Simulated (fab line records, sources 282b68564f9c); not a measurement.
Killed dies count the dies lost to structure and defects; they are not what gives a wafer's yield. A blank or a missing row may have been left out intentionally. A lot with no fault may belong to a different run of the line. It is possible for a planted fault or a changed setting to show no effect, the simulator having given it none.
Which tool was responsible? | flow ritCmos | 7 lots with 21 wafers sampled at 2 steps, on a route of 202 steps

== WHAT EACH GAUGE READ, for each wafer ==
RIT_PRETRO_TW_MEAS_10.
lot  | measured    | on           | PRETRO_TW
L663 | day 3 01:25 | filmMetro-02 | 481 483 480
L665 | day 3 10:11 | filmMetro-03 | 473 471 474
L669 | day 4 07:01 | filmMetro-02 | 482 482 485
L674 | day 5 06:13 | filmMetro-02 | 477 481 477
L678 | day 6 04:34 | filmMetro-01 | 30 30 30
L681 | day 6 20:43 | filmMetro-02 | 482 483 483
L683 | day 7 03:11 | filmMetro-01 | 468 467 469

== TOOL THAT RAN EACH LOT (tool first, then ch and the chambers of the sampled wafers, then the start) ==
lot  | RIT_NRETRO_STRIP_09
L663 | plasmaAsher-03 ch 0,1, day 2 23:32
L665 | plasmaAsher-03 ch 0,1, day 3 08:26
L669 | plasmaAsher-01 ch 0,1, day 4 05:10
L674 | plasmaAsher-04 ch 0,1, day 5 04:29
L678 | plasmaAsher-03 ch 0,1, day 6 02:45
L681 | plasmaAsher-04 ch 0,1, day 6 19:02
L683 | plasmaAsher-03 ch 0,1, day 7 01:26
- RIT_NRETRO_STRIP_09: strips in O2, time 180 s.

== THE ANSWER, worked out from the rows above alone ==
Rule: usual is defined by the lots themselves. The widest of any qualifying gaps counts: lots, ordered by their means at a reading, are off when they make up no more than a third of the lots, leave a main group of 4 or more, and stand apart from it by 3 or more times the standard deviation of that group's means. A main group is skipped when, at the precision printed for the reading in the tables above, its means are all equal. Also off: a lot with no number at a reading for which 4 or more lots have one. Any other lot the step has rows for is counted as sound.
Off: L678, at RIT_PRETRO_TW_MEAS_10 (PRETRO_TW). The main group has a mean of 478 with a standard deviation of 5.6.
If a tool, at a process step before that reading, ran all the lots that are off and no sound lot after the first of them, it fits. The gauges at RIT_PRETRO_TW_MEAS_10 are tried like those tools. Of those tried, none fits.

== WHAT THE SIMULATOR HAD INSERTED ==
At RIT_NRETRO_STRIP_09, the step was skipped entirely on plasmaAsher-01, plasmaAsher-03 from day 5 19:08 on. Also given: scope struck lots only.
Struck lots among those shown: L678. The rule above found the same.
